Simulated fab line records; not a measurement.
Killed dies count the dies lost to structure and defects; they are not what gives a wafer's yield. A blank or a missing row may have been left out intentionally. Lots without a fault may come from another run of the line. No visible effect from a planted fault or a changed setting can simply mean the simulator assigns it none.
Chamber matching / flow berkeleyCmos170 / UCB170_V2_CMP_02 on cmp-01: 4 sister chambers
The step polishes SiO2. 8 wafers are shown with their chamber, then 8 later ones without.

== WAFERS WITH THEIR CHAMBER ==
wafer=L397.2; chamber=2; motorCurrentA (A)=17.7; slurryFilterDpKPa (kPa)=13.42
wafer=L400.6; chamber=0; motorCurrentA (A)=17.4; slurryFilterDpKPa (kPa)=13.62
wafer=L403.2; chamber=3; motorCurrentA (A)=17.0; slurryFilterDpKPa (kPa)=13.73
wafer=L403.3; chamber=2; motorCurrentA (A)=17.9; slurryFilterDpKPa (kPa)=13.55
wafer=L409.2; chamber=3; motorCurrentA (A)=17.0; slurryFilterDpKPa (kPa)=13.70
wafer=L409.3; chamber=1; motorCurrentA (A)=15.0; slurryFilterDpKPa (kPa)=13.46
wafer=L409.6; chamber=1; motorCurrentA (A)=14.3; slurryFilterDpKPa (kPa)=13.54
wafer=L417.2; chamber=0; motorCurrentA (A)=17.8; slurryFilterDpKPa (kPa)=13.70

== WAFERS MISSING THEIR CHAMBER ==
wafer=L417.5; motorCurrentA (A)=17.7; slurryFilterDpKPa (kPa)=13.40
wafer=L417.6; motorCurrentA (A)=15.8; slurryFilterDpKPa (kPa)=13.32
wafer=L416.2; motorCurrentA (A)=16.0; slurryFilterDpKPa (kPa)=13.80
wafer=L416.3; motorCurrentA (A)=15.0; slurryFilterDpKPa (kPa)=13.42
wafer=L416.5; motorCurrentA (A)=14.3; slurryFilterDpKPa (kPa)=13.46
wafer=L419.2; motorCurrentA (A)=18.5; slurryFilterDpKPa (kPa)=13.51
wafer=L419.3; motorCurrentA (A)=15.1; slurryFilterDpKPa (kPa)=13.38
wafer=L419.5; motorCurrentA (A)=14.8; slurryFilterDpKPa (kPa)=13.82

== EACH ONE'S CHAMBER ==
wafer=L417.5; from the rows above=2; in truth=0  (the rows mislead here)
wafer=L417.6; from the rows above=1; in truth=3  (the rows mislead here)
wafer=L416.2; from the rows above=3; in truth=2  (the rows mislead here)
wafer=L416.3; from the rows above=1; in truth=1
wafer=L416.5; from the rows above=1; in truth=1
wafer=L419.2; from the rows above=can't be placed: 2 or 0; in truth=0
wafer=L419.3; from the rows above=1; in truth=1
wafer=L419.5; from the rows above=1; in truth=1
Correctly placed: 4 of 8. From these rows, 1 cannot be placed; in 1 the true chamber is one of the candidates. Wrongly placed: 3.
How it was worked out, from the rows above alone: a wafer's distance from a chamber is the root of the sum, over the readings, of the square of ((its reading less the chamber's mean) divided by the reading's scatter). The wafer belongs to the nearest chamber; if the next one is less than 2 further off, it can't be placed. For every chamber, the mean is computed from those of its wafers that are shown. The scatter: the root of (the sum of the squares of (reading less its chamber's mean) over the shown wafers, divided by (wafers less chambers)).
